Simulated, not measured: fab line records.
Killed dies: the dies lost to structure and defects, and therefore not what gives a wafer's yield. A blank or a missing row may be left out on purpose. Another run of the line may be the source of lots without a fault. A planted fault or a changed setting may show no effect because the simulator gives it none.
fab line records	flow berkeleyCmos170
record: lots: 5	wafers: 23
route steps=331 shown V2@301 M3@327
startH: hours from the record's opening day to when the first of the lot's shown wafers began	waitH: hours elapsed since this lot's preceding step	" unchanged from the row above	L1.1+2: a row that stands for several wafers	- value missing, or start not given	* or withheld: withheld	< > ~ a bound
route shown NAME@n: names a module that has steps shown in the file, with the first one's number in the route	usual: the fault-free wafers' mean and standard deviation	same: alike in all rows	chamber/n: place in a boat	sites: the reading at each site	_std_site: their standard deviation	_edge_site: outer sites' mean less inner sites'	radiusMm: how far each site lies from the wafer's centre	mask NAME#n: copy n	behind: the last tool/chamber to shape the wafer	hold: why the lot went on hold/how many hours it stayed there/how the hold came to an end	device: the n, p or np transistor that did not switch	end of line: the same wafers' tests at the end of the route	for a step that has no rows: nothing shown but its recipe	killed: the dies lost at the first sort to structure and to defects; this is not the yield of the wafer	map: the dies of a wafer, with x for killed, . for not killed, _ for no die there
set.NAME: the run value of the setting; set.NAME@STEP: its run value at that earlier step	model.NAME: the simulator's own value behind a step, which no gauge read
lots run with intentionally changed settings; tables by step, rows by wafer
== steps ==
step: UCB170_V2_EXPOSE_09
recipe: maskId: VIA2	targetCdNm: 700	na: 0.5	sigmaOuter: 0.6	sourceShape: conventional	doseMj: 37
lot.wafer	tool	chamber	startH	waitH	mask	set.doseMj
L074.1+2+4	krfScanner-01	0	162.07	0.1	VIA2#0	37
L074.3+6	"	0	"	"	VIA2#0	38.14
L077.1+2+3+4+5	krfScanner-01	0	193.22	0.2	VIA2#0	37
L082.1+6	krfScanner-01	0	202.58	0.2	VIA2#0	35.11
L082.2+3+5	"	0	"	"	VIA2#0	37
L083.1+2+3+5+6	krfScanner-01	0	210.38	0.1	VIA2#0	37
L085.2+4+5	krfScanner-01	0	234.78	0.2	VIA2#0	37
step: UCB170_V2_PEB_10
recipe: pebTempC: 130	pebTimeS: withheld	resist: KrF
step: UCB170_V2_DEVELOP_11
recipe: developer: TMAH	developTimeS: 45	resist: KrF	devTempC: 21
step: UCB170_V2_CD_MEAS_12
recipe: targetCdNm: 700
usual: cdNm: 699.8/1.5
lot.wafer	tool	chamber	startH	waitH	set.doseMj@V2_EXPOSE_09	cdNm
L074.1	cdSem-02	-	162.46	-	37	701.4
L074.2	"	-	"	"	37	701.3
L074.3	"	-	"	"	38.14	705.9
L074.4	"	-	"	"	37	700.1
L074.6	"	-	"	"	38.14	704.9
L077.1	cdSem-01	-	193.80	-	37	696.3
L077.2	"	-	"	"	37	697.9
L077.3	"	-	"	"	37	696.8
L077.4	"	-	"	"	37	697.6
L077.5	"	-	"	"	37	697.1
L082.1	cdSem-02	-	202.97	-	35.11	691.3
L082.2	"	-	"	"	37	701.5
L082.3	"	-	"	"	37	700.8
L082.5	"	-	"	"	37	702.5
L082.6	"	-	"	"	35.11	691.1
L083.1	cdSem-01	-	211.11	-	37	696.6
L083.2	"	-	"	"	37	697.2
L083.3	"	-	"	"	37	697.7
L083.5	"	-	"	"	37	698.9
L083.6	"	-	"	"	37	697.0
L085.2	cdSem-02	-	235.52	-	37	700.3
L085.4	"	-	"	"	37	700.9
L085.5	"	-	"	"	37	702.3
step: UCB170_V2_ETCH_14
recipe: chemistry: CHF3/CF4/Ar	target: SiO2	stopOn: Al	CHF3_flow_sccm: 45	cf4FlowSccm: 15	Ar_flow_sccm: 150	pressureMtorr: 200	rfW: 700	targetDepthA: 12500	overEtchFrac: 0.25	timeS: 291
lot.wafer	tool	chamber	startH	waitH	set.rfW	set.doseMj@V2_EXPOSE_09	model.KrF_of_V2_COAT_07.thkNm	model.V2.cdNm
L074.1	rieDiel-04	3	162.61	0.0	635.5	37	631.5	700.3
L074.2	"	2	"	"	700	37	611.8	701
L074.3	"	1	"	"	635.5	38.14	625.9	705.8
L074.4	"	0	"	"	700	37	618.1	699.9
L074.6	"	1	"	"	635.5	38.14	629.3	704.6
L077.1	rieDiel-02	3	193.96	0.0	779.6	37	590.8	697.4
L077.2	"	2	"	"	700	37	611.6	697.8
L077.3	"	0	"	"	779.6	37	600.5	698.7
L077.4	"	2	"	"	700	37	612.8	696.9
L077.5	"	0	"	"	700	37	618.2	697.5
L082.1	rieDiel-04	1	203.12	0.0	700	35.11	609.6	692.1
L082.2	"	0	"	"	669.5	37	618.7	701.2
L082.3	"	2	"	"	669.5	37	621.5	700.7
L082.5	"	2	"	"	700	37	606.5	703.3
L082.6	"	3	"	"	700	35.11	616.3	690.3
L083.1	rieDiel-04	3	211.27	0.0	700	37	612.2	695.7
L083.2	"	1	"	"	700	37	607.4	698.5
L083.3	"	0	"	"	700	37	614.9	698.5
L083.5	"	1	"	"	700	37	608.3	700.1
L083.6	"	0	"	"	700	37	613.8	697.4
L085.2	rieDiel-02	1	235.65	0.0	700	37	610.5	699.7
L085.4	"	2	"	"	700	37	605.9	700.8
L085.5	"	1	"	"	700	37	608.6	701.7
step: UCB170_V2_STRIP_15
recipe: chemistry: O2	powerW: 400	pressureMtorr: 3500	platenTempC: withheld	o2FlowSccm: 400	overashFraction: 0.5
usual: stripTimeToEndpointS: 15.33/0.11
lot.wafer	tool	chamber	startH	waitH	set.rfW@V2_ETCH_14	stripTimeToEndpointS
L074.1	plasmaAsher-03	0	162.79	0.1	635.5	15.82
L074.2	"	1	"	"	700	15.37
L074.3	"	1	"	"	635.5	15.69
L074.4	"	0	"	"	700	15.50
L074.6	"	1	"	"	635.5	15.76
L077.1	plasmaAsher-01	1	194.14	0.1	779.6	14.85
L077.2	"	0	"	"	700	15.37
L077.3	"	0	"	"	779.6	15.07
L077.4	"	1	"	"	700	15.37
L077.5	"	1	"	"	700	15.51
L082.1	plasmaAsher-04	0	203.30	0.1	700	15.28
L082.2	"	1	"	"	669.5	15.52
L082.3	"	1	"	"	669.5	15.58
L082.5	"	0	"	"	700	15.23
L082.6	"	1	"	"	700	15.46
L083.1	plasmaAsher-01	0	211.45	0.1	700	15.36
L083.2	"	1	"	"	700	15.24
L083.3	"	1	"	"	700	15.43
L083.5	"	0	"	"	700	15.27
L083.6	"	1	"	"	700	15.40
L085.2	plasmaAsher-04	1	235.83	0.1	700	15.34
L085.4	"	0	"	"	700	15.23
L085.5	"	0	"	"	700	15.28
step: UCB170_V2_CD_MEAS_90
recipe: targetCdNm: 700
usual: cdNm: 699.9/1.5
lot.wafer	tool	chamber	startH	waitH	set.doseMj@V2_EXPOSE_09	cdNm
L074.1	cdSem-01	-	162.89	0.1	37	700.4
L074.2	"	-	"	"	37	701.0
L074.3	"	-	"	"	38.14	705.4
L074.4	"	-	"	"	37	700.0
L074.6	"	-	"	"	38.14	704.8
L077.1	cdSem-02	-	194.24	0.1	37	697.5
L077.2	"	-	"	"	37	698.0
L077.3	"	-	"	"	37	698.5
L077.4	"	-	"	"	37	696.8
L077.5	"	-	"	"	37	697.6
L082.1	cdSem-01	-	203.40	0.1	35.11	692.2
L082.2	"	-	"	"	37	701.2
L082.3	"	-	"	"	37	701.2
L082.5	"	-	"	"	37	703.2
L082.6	"	-	"	"	35.11	690.5
L083.1	cdSem-02	-	211.55	0.1	37	696.0
L083.2	"	-	"	"	37	698.8
L083.3	"	-	"	"	37	698.6
L083.5	"	-	"	"	37	700.1
L083.6	"	-	"	"	37	697.4
L085.2	cdSem-01	-	235.95	0.1	37	700.0
L085.4	"	-	"	"	37	700.7
L085.5	"	-	"	"	37	701.5
step: UCB170_M3_METAL_ETCH_18
recipe: chemistry: Cl2/BCl3	target: Al	stopOn: SiO2	pressureMtorr: 12	targetDepthA: 11700	overEtchFrac: 0.3	timeS: 195	icpW: 600	biasW: 120	Cl2_flow_sccm: 90	bcl3FlowSccm: 45
lot.wafer	tool	chamber	startH	waitH	set.icpW	model.KrF_of_M3_COAT_10.thkNm
L074.1	rieMetal-02	0	165.66	-	600	233.1
L074.2	"	0	"	"	577.4	252.7
L074.3	"	0	"	"	600	232.9
L074.4	"	0	"	"	577.4	254.9
L074.6	"	0	"	"	577.4	255.8
L077.1	rieMetal-01	0	197.09	-	549.6	282.9
L077.2	"	1	"	"	600	233.7
L077.3	"	1	"	"	600	231.9
L077.4	"	0	"	"	549.6	281.7
L077.5	"	1	"	"	549.6	285.6
L082.1	rieMetal-02	1	207.07	-	629.7	171.8
L082.2	"	1	"	"	629.7	173.1
L082.3	"	1	"	"	600	204.2
L082.5	"	1	"	"	600	200.2
L082.6	"	1	"	"	629.7	173
L083.1	rieMetal-04	0	214.39	-	636.7	170.2
L083.2	"	1	"	"	600	207
L083.3	"	1	"	"	636.7	162.5
L083.5	"	0	"	"	600	201.5
L083.6	"	1	"	"	636.7	167.1
L085.2	rieMetal-04	0	238.17	-	600	196.3
L085.4	"	0	"	"	600	199.1
L085.5	"	0	"	"	600	199.6
step: UCB170_M3_STRIP_19
recipe: chemistry: O2	powerW: 400	pressureMtorr: 3500	platenTempC: withheld	o2FlowSccm: 400	overashFraction: 0.5
usual: oesProductAu: 0.540/0.016
lot.wafer	tool	chamber	startH	waitH	set.icpW@M3_METAL_ETCH_18	oesProductAu
L074.1	plasmaAsher-02	1	166.03	0.3	600	0.560
L074.2	"	0	"	"	577.4	0.589
L074.3	"	1	"	"	600	0.571
L074.4	"	0	"	"	577.4	0.589
L074.6	"	0	"	"	577.4	0.590
L077.1	plasmaAsher-04	1	197.28	0.1	549.6	0.615
L077.2	"	0	"	"	600	0.557
L077.3	"	0	"	"	600	0.556
L077.4	"	1	"	"	549.6	0.613
L077.5	"	1	"	"	549.6	0.605
L082.1	plasmaAsher-02	1	207.44	0.3	629.7	0.499
L082.2	"	0	"	"	629.7	0.510
L082.3	"	1	"	"	600	0.539
L082.5	"	1	"	"	600	0.531
L082.6	"	0	"	"	629.7	0.508
L083.1	plasmaAsher-02	0	214.58	0.1	636.7	0.499
L083.2	"	1	"	"	600	0.540
L083.3	"	1	"	"	636.7	0.490
L083.5	"	1	"	"	600	0.530
L083.6	"	0	"	"	636.7	0.497
L085.2	plasmaAsher-04	1	238.36	0.1	600	0.535
L085.4	"	0	"	"	600	0.528
L085.5	"	1	"	"	600	0.527
== key ==
split: step: UCB170_V2_EXPOSE_09	setting: doseMj	stated: 37	by: wafer
response: step: UCB170_V2_CD_MEAS_12	reading: cdNm	change: +1.88	per: 1%	r: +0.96
response: step: UCB170_V2_ETCH_14	reading: model.V2.cdNm	change: +1.92	per: 1%	r: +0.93
response: step: UCB170_V2_CD_MEAS_90	reading: cdNm	change: +1.91	per: 1%	r: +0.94
split: step: UCB170_V2_ETCH_14	setting: rfW	stated: 700	by: wafer
response: step: UCB170_V2_ETCH_14	reading: model.KrF_of_V2_COAT_07.thkNm	change: -1.63	per: 1%	r: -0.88
response: step: UCB170_V2_STRIP_15	reading: stripTimeToEndpointS	change: *	per: 1%	r: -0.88
split: step: UCB170_M3_METAL_ETCH_18	setting: icpW	stated: 600	by: wafer
response: step: UCB170_M3_METAL_ETCH_18	reading: model.KrF_of_M3_COAT_10.thkNm	change: -6.02	per: 1%	r: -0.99
response: step: UCB170_M3_STRIP_19	reading: oesProductAu	change: -0.00638	per: 1%	r: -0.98
